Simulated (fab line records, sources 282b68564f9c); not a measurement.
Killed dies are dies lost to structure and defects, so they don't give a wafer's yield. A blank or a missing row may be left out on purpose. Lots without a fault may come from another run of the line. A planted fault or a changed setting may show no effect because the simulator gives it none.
Which tool did it? | flow rit_cmos | 14 lots, 42 wafers sampled, at 3 steps of a route of 202

WHAT THE GAUGES READ, wafer by wafer
RIT_NRETRO_TW_MEAS_10.
lot  | measured    | on            | NRETRO_TW
L197 | day 2 07:03 | film_metro-01 | 1043 1050 1042
L200 | day 2 22:01 | film_metro-01 | 1047 1033 1042
L201 | day 3 02:22 | film_metro-03 | 1059 1054 1054
L202 | day 3 08:34 | film_metro-03 | 1059 1061 1057
L205 | day 3 22:17 | film_metro-02 | 1058 1048 1057
L209 | day 4 18:32 | film_metro-02 | 1056 1061 1065
L211 | day 5 04:21 | film_metro-02 | 1061 1053 1062
L212 | day 5 09:16 | film_metro-01 | 1045 1040 1045
L214 | day 5 19:20 | film_metro-03 | 1050 1052 1045
L216 | day 6 08:25 | film_metro-02 | 1055 1058 1056
L217 | day 6 11:22 | film_metro-03 | 1052 1056 1053
L218 | day 6 15:50 | film_metro-03 | 1053 1060 1057
L219 | day 6 20:21 | film_metro-01 | 1052 1048 1049
L220 | day 7 01:26 | film_metro-02 | 1052 1060 1057

RIT_PRETRO_OVL_MEAS_06.
lot  | measured    | on         | PRETRO_OVL (nm)
L197 | day 2 07:59 | overlay-02 | 1.6 0.7 1.0
L200 | day 2 23:04 | overlay-02 | 0.5 -0.8 1.5
L201 | day 3 03:17 | overlay-01 | 3.1 2.7 2.7
L202 | day 3 09:37 | overlay-01 | 1.7 2.5 1.1
L205 | day 3 23:22 | overlay-01 | 0.4 1.0 -0.2
L209 | day 4 19:36 | overlay-02 | 3.2 2.1 1.2
L211 | day 5 05:25 | overlay-02 | 0.2 2.0 2.2
L212 | day 5 10:12 | overlay-01 | 1.6 2.6 -1.2
L214 | day 5 20:24 | overlay-02 | 0.9 0.5 -0.2
L216 | day 6 09:28 | overlay-01 | 1.3 2.8 1.6
L217 | day 6 12:26 | overlay-01 | 2.1 0.7 2.3
L218 | day 6 16:53 | overlay-01 | -0.9 1.4 1.5
L219 | day 6 21:17 | overlay-01 | 1.8 -0.9 0.5
L220 | day 7 02:29 | overlay-02 | 0.9 1.5 1.8

WHICH TOOL RAN EACH LOT (tool, then ch and the chambers of the sampled wafers, then the start)
lot  | RIT_ACTIVE_ETCH_13
L197 | rie_diel-01 ch 0,1,2, day 1 15:46
L200 | rie_diel-04 ch 0,1,2, day 2 05:59
L201 | rie_diel-04 ch 0,2,3, day 2 10:46
L202 | rie_diel-02 ch 0,2, day 2 17:02
L205 | rie_diel-04 ch 0,1,3, day 3 06:43
L209 | rie_diel-01 ch 0,1,3, day 4 03:38
L211 | rie_diel-02 ch 0,1,2, day 4 13:32
L212 | rie_diel-02 ch 1,2,3, day 4 17:50
L214 | rie_diel-01 ch 0,3, day 5 04:32
L216 | rie_diel-04 ch 1,3, day 5 13:50
L217 | rie_diel-02 ch 0,1,2, day 5 19:32
L218 | rie_diel-01 ch 0,2,3, day 6 00:42
L219 | rie_diel-02 ch 0,1,2, day 6 05:25
L220 | rie_diel-04 ch 0,3, day 6 09:44
- RIT_ACTIVE_ETCH_13: etches Si3N4 in SF6, stops on SiO2, time 210 s, target depth 210 nm.

WHAT THE TOOLS THEMSELVES READ (means of the sampled wafers that have a number; where no wafer has one, the mark that the record gives instead)
RIT_ACTIVE_ETCH_13.
lot  | tool        | SF6_flow_sccm (sccm) | chamber_pressure_mTorr (mTorr) | drypump_motor_current_A (A) | oes_product_au (a.u.) | throttle_valve_pct (%)
L197 | rie_diel-01 | 200.3                | 260.05                         | 5.3                         | 0.821                 | 7.56
L200 | rie_diel-04 | 199.6                | 260.00                         | 5.8                         | 0.820                 | 7.48
L201 | rie_diel-04 | 200.3                | 277.48                         | 5.9                         | 0.817                 | 7.52
L202 | rie_diel-02 | 199.6                | 260.00                         | 5.6                         | 0.830                 | 7.52
L205 | rie_diel-04 | 199.9                | 277.24                         | 6.1                         | 0.818                 | 7.50
L209 | rie_diel-01 | 200.8                | 260.03                         | 5.2                         | 0.815                 | 7.60
L211 | rie_diel-02 | 200.0                | 260.03                         | 5.7                         | 0.828                 | 7.55
L212 | rie_diel-02 | 200.2                | 259.99                         | 5.8                         | 0.820                 | 7.53
L214 | rie_diel-01 | 199.6                | 260.01                         | 4.9                         | 0.810                 | 7.60
L216 | rie_diel-04 | 200.0                | 260.02                         | 6.1                         | 0.822                 | 7.56
L217 | rie_diel-02 | 199.2                | 259.92                         | 5.6                         | 0.822                 | 7.55
L218 | rie_diel-01 | 200.4                | 259.89                         | 5.0                         | 0.824                 | 7.56
L219 | rie_diel-02 | 200.3                | 260.07                         | 5.6                         | 0.820                 | 7.56
L220 | rie_diel-04 | 200.6                | 259.93                         | 6.0                         | 0.807                 | 7.46

THE ANSWER, worked out from the rows above alone
Rule: what is usual is taken from the lots themselves. Put in order of their means at a reading, lots are off if they are a third of the lots or fewer, leave a main group of 4 or more, and stand apart from it by a gap of 3 or more times the standard deviation of the main group's means; of several such gaps the widest counts. A main group whose means are all the same, to the digits that the tables above print for the reading, isn't used. A lot without any number at a reading at which 4 lots or more have one is off too. The other lots that the step has rows for count as sound. The gauges are gone through in route order, then the tools' own readings, and for those a lot's mean is taken as printed above. The first step at which some lot is off is used, and at that step the reading that is off furthest; a lot without a number counts as furthest.
Off: L201, L205, at RIT_ACTIVE_ETCH_13 (chamber_pressure_mTorr). The main group: mean 260.00 mTorr, standard deviation 0.052.
A tool fits if, at that step or a process step before it, it ran every lot that is off, and no sound lot after the first of them. None of those tried fits.

WHAT THE SIMULATOR HAD PUT IN
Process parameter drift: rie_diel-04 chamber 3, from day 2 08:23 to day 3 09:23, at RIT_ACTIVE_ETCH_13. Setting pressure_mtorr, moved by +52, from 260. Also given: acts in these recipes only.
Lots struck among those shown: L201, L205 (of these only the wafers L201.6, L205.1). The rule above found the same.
